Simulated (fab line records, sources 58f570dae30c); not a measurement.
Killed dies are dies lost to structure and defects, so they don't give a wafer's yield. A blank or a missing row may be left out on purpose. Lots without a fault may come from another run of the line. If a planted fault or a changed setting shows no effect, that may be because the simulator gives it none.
Which tool was responsible? ; flow berkeleyCmos170 ; 14 lots (42 wafers sampled), 1 step of a 331-step route

## WHAT THE GAUGES READ, wafer by wafer
No reading from a measuring or inspecting step in the record can be judged against a usual standard deviation.

## WHICH TOOL RAN EACH LOT (tool, then ch and the chambers of the sampled wafers, then the start)
lot;UCB170_V2_PEB_10
L137;lithoTrack-02 ch 0, day 7 10:22
L136;lithoTrack-01 ch 0, day 7 11:20
L141;lithoTrack-02, day 8 22:31
L142;lithoTrack-03, day 8 22:46
L143;lithoTrack-02 ch 0, day 8 22:51
L144;lithoTrack-02 ch 0, day 9 06:15
L148;lithoTrack-03 ch 0, day 10 10:46
L151;lithoTrack-01 ch 0, day 10 21:01
L155;lithoTrack-01 ch 0, day 11 10:55
L154;lithoTrack-03 ch 0, day 11 11:08
L153;lithoTrack-03 ch 0, day 11 11:23
L156;lithoTrack-02 ch 0, day 12 00:18
L157;lithoTrack-02 ch 0, day 12 07:14
L158;lithoTrack-03 ch 0, day 12 07:52
- UCB170_V2_PEB_10

## AS READ BY THE TOOLS THEMSELVES (means over the sampled wafers that have a number; for cases with no such wafer, the mark the record gives instead)
UCB170_V2_PEB_10. Usual: chillPlateTempC 23.00 C, standard deviation 0.12; exhaustPa 45.0 Pa, standard deviation 0.9.
lot;tool;chillPlateTempC (C);exhaustPa (Pa);flag
L137;lithoTrack-02;22.93;45.3;
L136;lithoTrack-01;22.98;44.6;
L141;lithoTrack-02;-;-;OFF
L142;lithoTrack-03;-;-;OFF
L143;lithoTrack-02;22.92;44.9;
L144;lithoTrack-02;23.03;45.3;
L148;lithoTrack-03;22.98;43.7;
L151;lithoTrack-01;23.08;44.9;
L155;lithoTrack-01;23.11;45.1;
L154;lithoTrack-03;23.00;46.0;
L153;lithoTrack-03;23.01;45.1;
L156;lithoTrack-02;22.87;45.4;
L157;lithoTrack-02;22.93;44.0;
L158;lithoTrack-03;22.92;45.1;

## THE ANSWER, worked out from the rows above alone
Rule: take the mean of a lot's wafers that have a number; if it is more than 3 standard deviations from the usual mean, the lot is off. Also off: a lot with no number at a reading for which 4 or more lots have one. The other lots that the step has rows for count as sound. Order of review: gauges by route order, followed by the tools' own readings, for which a lot's mean as printed above is used. At the first step where some lot is off, the reading lying furthest off is the one used; lots without a number count as furthest.
Off at UCB170_V2_PEB_10 (chillPlateTempC): L141, L142. Without a number there: L141, L142.
If a tool, at that step or one of the process steps before it, ran each lot that is off and ran no sound lot following the first of them, it fits. Not one of the candidates tried fits.

## WHAT THE SIMULATOR HAD INSERTED
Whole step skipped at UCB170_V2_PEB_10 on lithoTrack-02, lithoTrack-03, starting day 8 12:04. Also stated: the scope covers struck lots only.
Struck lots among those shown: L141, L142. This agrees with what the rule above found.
